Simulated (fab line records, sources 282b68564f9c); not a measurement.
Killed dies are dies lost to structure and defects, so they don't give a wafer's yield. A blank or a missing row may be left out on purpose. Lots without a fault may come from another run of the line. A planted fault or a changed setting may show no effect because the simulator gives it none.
Split-lot experiment | flow rit_cmos | 5 lots, 23 wafers read, on a route of 202 steps

THE SPLIT
At RIT_FOX1_OXIDATION_00 (target thk 350.7 nm, ox time 1130 s), the setting ox_time_s was moved away from the recipe's 1130 s on 20 of the 23 wafers read, by -12.2% to +11.0%. The other wafers ran this setting at the recipe's value.

The reading is taken at the split's own step.

THE READING
SiO2_of_FOX1_OXIDATION_00.thk_nm (the simulator's own value, which no gauge read), in nm, at RIT_FOX1_OXIDATION_00 (target thk 350.7 nm, ox time 1130 s). The file gives no usual value for it. The 3 wafers here that ran the recipe average 356.2 nm, standard deviation 4.6 nm.

wafer  | tool, chamber at the split | ox_time_s as run, s | against the recipe | SiO2_of_FOX1_OXIDATION_00.thk_nm, nm | against lot-mates on the recipe
L074.2 | -, -                       | 1209                | +7.0%              | 372.6                                | no lot-mate on the recipe
L074.3 | -, -                       | 1209                | +7.0%              | 362.9                                | no lot-mate on the recipe
L074.4 | -, -                       | 1209                | +7.0%              | 364.9                                | no lot-mate on the recipe
L074.5 | -, -                       | 1209                | +7.0%              | 369.4                                | no lot-mate on the recipe
L074.6 | -, -                       | 1209                | +7.0%              | 366.6                                | no lot-mate on the recipe
L076.2 | -, -                       | 1254                | +11.0%             | 364.8                                | no lot-mate on the recipe
L076.3 | -, -                       | 1254                | +11.0%             | 363.2                                | no lot-mate on the recipe
L076.4 | -, -                       | 1254                | +11.0%             | 369.5                                | no lot-mate on the recipe
L076.5 | -, -                       | 1254                | +11.0%             | 363.8                                | no lot-mate on the recipe
L076.6 | -, -                       | 1254                | +11.0%             | 361.5                                | no lot-mate on the recipe
L081.1 | -, -                       | 1177                | +4.2%              | 355.6                                | no lot-mate on the recipe
L081.2 | -, -                       | 1177                | +4.2%              | 358                                  | no lot-mate on the recipe
L081.3 | -, -                       | 1177                | +4.2%              | 354.2                                | no lot-mate on the recipe
L081.4 | -, -                       | 1177                | +4.2%              | 358                                  | no lot-mate on the recipe
L081.5 | -, -                       | 1177                | +4.2%              | 359.5                                | no lot-mate on the recipe
L083.1 | furnace-02, 0              | 1130                | recipe             | 350.1                                | -
L083.2 | furnace-02, 0              | 1130                | recipe             | 361.1                                | -
L083.5 | furnace-02, 0              | 1130                | recipe             | 357.3                                | -
L085.2 | -, -                       | 992                 | -12.2%             | 323.1                                | no lot-mate on the recipe
L085.3 | -, -                       | 992                 | -12.2%             | 318                                  | no lot-mate on the recipe
L085.4 | -, -                       | 992                 | -12.2%             | 321.3                                | no lot-mate on the recipe
L085.5 | -, -                       | 992                 | -12.2%             | 317.8                                | no lot-mate on the recipe
L085.6 | -, -                       | 992                 | -12.2%             | 324.9                                | no lot-mate on the recipe

THE FIT
A straight line over all 23 wafers: SiO2_of_FOX1_OXIDATION_00.thk_nm changes by +2.02 nm for each +1% of ox_time_s; r = +0.95; the points scatter about the line by 5.9 nm.
Too few moved wafers have a lot-mate on the recipe to fit a line with each lot's own level taken away.

THE FILE'S OWN FIT
SiO2_of_FOX1_OXIDATION_00.thk_nm changes by +2.02 nm for each +1% of ox_time_s, r = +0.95.
